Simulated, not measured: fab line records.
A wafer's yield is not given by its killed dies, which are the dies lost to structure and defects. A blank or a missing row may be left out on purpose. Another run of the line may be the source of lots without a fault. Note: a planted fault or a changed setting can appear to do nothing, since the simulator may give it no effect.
The tool behind it: which one? :: flow rit_cmos :: 15 lots, 45 wafers sampled, at 2 steps of a route of 202

## WHAT THE GAUGES SHOWED, per wafer
RIT_ACTIVE_THK_MEAS_04.
lot: L699
measured: day 1 14:03
on: film_metro-01
ACTIVE_NITRIDE_THK (nm): 153.2 153.6 153.7

lot: L702
measured: day 2 05:35
on: film_metro-03
ACTIVE_NITRIDE_THK (nm): 151.7 153.1 153.9

lot: L703
measured: day 2 10:50
on: film_metro-01
ACTIVE_NITRIDE_THK (nm): 152.9 152.2 153.7

lot: L704
measured: day 2 15:06
on: film_metro-02
ACTIVE_NITRIDE_THK (nm): 153.2 152.4 152.3

lot: L705
measured: day 2 20:17
on: film_metro-02
ACTIVE_NITRIDE_THK (nm): 154.7 153.4 153.4

lot: L708
measured: day 3 12:28
on: film_metro-02
ACTIVE_NITRIDE_THK (nm): 153.6 153.2 152.5

lot: L709
measured: day 3 17:26
on: film_metro-02
ACTIVE_NITRIDE_THK (nm): 254.8 255.2 256.5

lot: L710
measured: day 3 20:32
on: film_metro-02
ACTIVE_NITRIDE_THK (nm): 255.5 256.9 257.4

lot: L711
measured: day 4 02:20
on: film_metro-02
ACTIVE_NITRIDE_THK (nm): 257.0 257.1 256.1

lot: L714
measured: day 4 18:27
on: film_metro-01
ACTIVE_NITRIDE_THK (nm): 151.8 152.6 152.6

lot: L715
measured: day 4 22:11
on: film_metro-03
ACTIVE_NITRIDE_THK (nm): 152.4 152.4 152.1

lot: L716
measured: day 5 02:35
on: film_metro-02
ACTIVE_NITRIDE_THK (nm): 153.2 151.5 152.8

lot: L717
measured: day 5 09:07
on: film_metro-02
ACTIVE_NITRIDE_THK (nm): 151.7 151.1 151.5

lot: L721
measured: day 6 04:29
on: film_metro-01
ACTIVE_NITRIDE_THK (nm): 151.1 151.3 151.3

lot: L722
measured: day 6 08:32
on: film_metro-01
ACTIVE_NITRIDE_THK (nm): 153.2 153.1 151.9

## TOOL THAT RAN EACH LOT (tool first, then ch and the chambers of the sampled wafers, then the start)
lot: L699
RIT_ACTIVE_CVD_03: lpcvd-01 ch 1, day 1 12:38

lot: L702
RIT_ACTIVE_CVD_03: lpcvd-01 ch 0, day 2 03:27

lot: L703
RIT_ACTIVE_CVD_03: lpcvd-01 ch 0, day 2 08:41

lot: L704
RIT_ACTIVE_CVD_03: lpcvd-02 ch 0, day 2 13:40

lot: L705
RIT_ACTIVE_CVD_03: lpcvd-02 ch 1, day 2 18:09

lot: L708
RIT_ACTIVE_CVD_03: lpcvd-01 ch 0, day 3 11:03

lot: L709
RIT_ACTIVE_CVD_03: lpcvd-01 ch 1, day 3 16:00

lot: L710
RIT_ACTIVE_CVD_03: lpcvd-01 ch 1, day 3 19:07

lot: L711
RIT_ACTIVE_CVD_03: lpcvd-01 ch 0, day 4 00:55

lot: L714
RIT_ACTIVE_CVD_03: lpcvd-02 ch 1, day 4 16:18

lot: L715
RIT_ACTIVE_CVD_03: lpcvd-02 ch 1, day 4 20:46

lot: L716
RIT_ACTIVE_CVD_03: lpcvd-02 ch 0, day 5 01:09

lot: L717
RIT_ACTIVE_CVD_03: lpcvd-02 ch 0, day 5 07:41

lot: L721
RIT_ACTIVE_CVD_03: lpcvd-02 ch 0, day 6 03:04

lot: L722
RIT_ACTIVE_CVD_03: lpcvd-02 ch 1, day 6 07:07
- RIT_ACTIVE_CVD_03: deposits Si3N4 from SiH2Cl2/NH3, target thk 150 nm, time 1527 s.

## AS READ BY THE TOOLS THEMSELVES (means over the sampled wafers that have a number; for cases with no such wafer, the mark the record gives instead)
RIT_ACTIVE_CVD_03.
lot: L699
tool: lpcvd-01
nh3_flow_sccm (sccm): 149.8
spike_tc_centre_C (C): 811.2
spike_tc_load_C (C): 836.0
spike_tc_source_C (C): 830

lot: L702
tool: lpcvd-01
nh3_flow_sccm (sccm): 149.9
spike_tc_centre_C (C): 813.7
spike_tc_load_C (C): 835.0
spike_tc_source_C (C): 834

lot: L703
tool: lpcvd-01
nh3_flow_sccm (sccm): 150.9
spike_tc_centre_C (C): 814.0
spike_tc_load_C (C): 835.1
spike_tc_source_C (C): 836

lot: L704
tool: lpcvd-02
nh3_flow_sccm (sccm): 149.9
spike_tc_centre_C (C): 811.8
spike_tc_load_C (C): 833.8
spike_tc_source_C (C): 835

lot: L705
tool: lpcvd-02
nh3_flow_sccm (sccm): 149.8
spike_tc_centre_C (C): 812.5
spike_tc_load_C (C): 833.5
spike_tc_source_C (C): 828

lot: L708
tool: lpcvd-01
nh3_flow_sccm (sccm): 150.9
spike_tc_centre_C (C): 813.7
spike_tc_load_C (C): 835.1
spike_tc_source_C (C): 836

lot: L709
tool: lpcvd-01
nh3_flow_sccm (sccm): 150.6
spike_tc_centre_C (C): 857.2
spike_tc_load_C (C): 880.4
spike_tc_source_C (C): 876

lot: L710
tool: lpcvd-01
nh3_flow_sccm (sccm): 150.0
spike_tc_centre_C (C): 856.5
spike_tc_load_C (C): 881.4
spike_tc_source_C (C): 876

lot: L711
tool: lpcvd-01
nh3_flow_sccm (sccm): 149.9
spike_tc_centre_C (C): 857.5
spike_tc_load_C (C): 880.2
spike_tc_source_C (C): 881

lot: L714
tool: lpcvd-02
nh3_flow_sccm (sccm): 150.4
spike_tc_centre_C (C): 813.2
spike_tc_load_C (C): 834.3
spike_tc_source_C (C): 828

lot: L715
tool: lpcvd-02
nh3_flow_sccm (sccm): 149.8
spike_tc_centre_C (C): 812.3
spike_tc_load_C (C): 833.0
spike_tc_source_C (C): 828

lot: L716
tool: lpcvd-02
nh3_flow_sccm (sccm): 150.2
spike_tc_centre_C (C): 811.8
spike_tc_load_C (C): 833.7
spike_tc_source_C (C): 835

lot: L717
tool: lpcvd-02
nh3_flow_sccm (sccm): 149.9
spike_tc_centre_C (C): 811.4
spike_tc_load_C (C): 834.1
spike_tc_source_C (C): 835

lot: L721
tool: lpcvd-02
nh3_flow_sccm (sccm): 149.8
spike_tc_centre_C (C): 811.4
spike_tc_load_C (C): 834.2
spike_tc_source_C (C): 836

lot: L722
tool: lpcvd-02
nh3_flow_sccm (sccm): 150.4
spike_tc_centre_C (C): 812.3
spike_tc_load_C (C): 834.2
spike_tc_source_C (C): 828

## THE ANSWER, worked out from the rows above alone
Rule: the lots themselves supply what counts as usual. Put in order of their means at a reading, lots are off if they are a third of the lots or fewer, leave a main group of 4 or more, and stand apart from it by a gap of 3 or more times the standard deviation of the main group's means; of several such gaps the widest counts. A main group is skipped when, at the precision printed for the reading in the tables above, its means are all equal. A lot without any number at a reading at which 4 lots or more have one is off too. Any other lot the step has rows for is counted as sound. After the gauges, taken in route order, come the tools' own readings; for these a lot's mean is taken, as printed above. The first step at which some lot is off is used, and at that step the reading that is off furthest; a lot without a number counts as furthest.
Off: at RIT_ACTIVE_THK_MEAS_04 (ACTIVE_NITRIDE_THK), L709, L710, L711. Main group: mean 152.6 nm, sd 0.72.
If a tool, at a process step before that reading, ran all the lots that are off and no sound lot after the first of them, it fits. The gauges at RIT_ACTIVE_THK_MEAS_04 aren't tried: what is off there is off at RIT_ACTIVE_CVD_03 too, on other tools, and a gauge's error can't cause that. One fits: lpcvd-01 at RIT_ACTIVE_CVD_03. Its last sound lot is L708 (day 3 11:03), its first lot that is off L709 (day 3 16:00): a fault that began between those two fits.
The tool's own readings at RIT_ACTIVE_CVD_03 bear it out: on the lots that are off they differ by more than 5 times the standard deviation of the sound lots' means. spike_tc_centre_C reads 857.1 C there against 812.4 C on the sound lots; spike_tc_load_C reads 880.7 C there against 834.3 C on the sound lots; spike_tc_source_C reads 878 C there against 832 C on the sound lots.

## WHAT HAD BEEN PUT IN BY THE SIMULATOR
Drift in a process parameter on lpcvd-01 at RIT_ACTIVE_CVD_03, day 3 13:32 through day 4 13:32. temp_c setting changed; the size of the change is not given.
Lots struck among those shown: L709, L710, L711. Same finding as the rule above.
